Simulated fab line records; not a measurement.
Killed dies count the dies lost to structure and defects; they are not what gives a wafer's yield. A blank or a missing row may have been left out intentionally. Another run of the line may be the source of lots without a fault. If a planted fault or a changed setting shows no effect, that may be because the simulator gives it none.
Lot-split experiment    flow ritCmos    5 lots, 23 wafers read, on a route of 202 steps

== THE SPLIT ITSELF ==
At RIT_M1_EXPOSE_06 (exposes mask M12, target cd 2600 nm), the setting doseMj was moved away from the recipe's 250 on 6 of the 23 wafers read, by -3.9% to -2.3%. This setting was run at the recipe's value on the other wafers.

== FROM THE SPLIT TO THE READING: what the file shows between them, 7 steps ==
- RIT_M1_PEB_07
- RIT_M1_DEVELOP_08: develop time 68 s
- RIT_M1_CD_MEAS_09: target cd 2600 nm
- RIT_M1_HARDBAKE_11: time 120 s
- RIT_M1_METAL_ETCH_12: etches Al in Cl2/BCl3, stops on SiO2, time 165 s, target depth 600 nm
- RIT_M1_STRIP_13: strips in nmp, time 600 s (also split here: timeS)
- RIT_M1_STRIP_14: strips in O2, time 180 s

== THE READING ==
cdNm at RIT_M1_CD_MEAS_90, given in nm (cd target 2600 nm). A value of 2598.9 nm with a standard deviation of 2.7 nm is what fault-free wafers of this fab line usually give.

wafer   tool, chamber at the split  doseMj as run  against the recipe  cdNm, nm  against lot-mates on the recipe
L074.1  ilineStepper-01, 0          240.2          -3.9%               2605.4    +10.0
L074.2  ilineStepper-01, 0          240.2          -3.9%               2607.5    +12.1
L074.3  ilineStepper-01, 0          240.2          -3.9%               2608.9    +13.5
L074.5  ilineStepper-01, 0          250            recipe              2597.3    -
L074.6  ilineStepper-01, 0          250            recipe              2593.5    -
L079.1  ilineStepper-01, 0          250            recipe              2597.6    -
L079.2  ilineStepper-01, 0          250            recipe              2598.3    -
L079.3  ilineStepper-01, 0          250            recipe              2600.2    -
L079.4  ilineStepper-01, 0          250            recipe              2600.7    -
L079.6  ilineStepper-01, 0          250            recipe              2597.5    -
L080.1  ilineStepper-01, 0          250            recipe              2602.9    -
L080.2  ilineStepper-01, 0          250            recipe              2599.5    -
L080.4  ilineStepper-01, 0          250            recipe              2603.6    -
L080.5  ilineStepper-01, 0          250            recipe              2600.3    -
L080.6  ilineStepper-01, 0          250            recipe              2603.1    -
L082.1  ilineStepper-02, 0          244.2          -2.3%               2604.3    +5.7
L082.3  ilineStepper-02, 0          250            recipe              2598.6    -
L082.4  ilineStepper-02, 0          250            recipe              2598.6    -
L082.5  ilineStepper-02, 0          244.2          -2.3%               2605.1    +6.5
L082.6  ilineStepper-02, 0          244.2          -2.3%               2605.2    +6.6
L083.1  ilineStepper-01, 0          250            recipe              2599.2    -
L083.3  ilineStepper-01, 0          250            recipe              2600.8    -
L083.5  ilineStepper-01, 0          250            recipe              2599.2    -

THE FIT
A straight line over all 23 wafers: cdNm changes by -2.07 nm for each +1% of doseMj; r = -0.81; the points scatter about the line by 2.2 nm.
The same after taking each lot's own level away (the mean of its wafers on the recipe; 23 wafers): -2.95 nm for each +1%; r = -0.96; scatter 1.4 nm.
On that fit, the largest move of doseMj shifts the reading by 12 nm.
The lots' own levels span 2595.40 to 2601.88 nm, that is 2.4 times the standard deviation above.
In other words, the slope is changed by the lot-to-lot level; the two fits disagree.
Check: +12.1 nm against its lot-mates is what the line predicts for one of the wafers moved furthest among these (-3.9%) when that wafer is left out of the fit. It came out at +10 nm against them.

== OTHER SPLITS ON THESE WAFERS ==
Other splits were also applied to these wafers ahead of the reading. Each is held against what the fit with the lots' levels taken away leaves over:
other split on the same wafers  wafers away from the commonest value  r with cdNm (lot level and that fit taken away)
RIT_M1_SPUTTER_00 powerW        5                                     +0.30
RIT_M1_STRIP_13 timeS           18                                    -0.13

== THE WHOLE CHAIN: every reading that the file lists as answering this split, in the file's order ==
step               what it does       reading  change (the file's fit)               r (the file's)
RIT_M1_CD_MEAS_09  target cd 2600 nm  cdNm     -2.87 nm for each +1% of the setting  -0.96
RIT_M1_CD_MEAS_90  target cd 2600 nm  cdNm     -2.95 nm for each +1% of the setting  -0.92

== THE FILE'S OWN FIT ==
cdNm changes by -2.95 nm for each +1% of doseMj, r = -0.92.
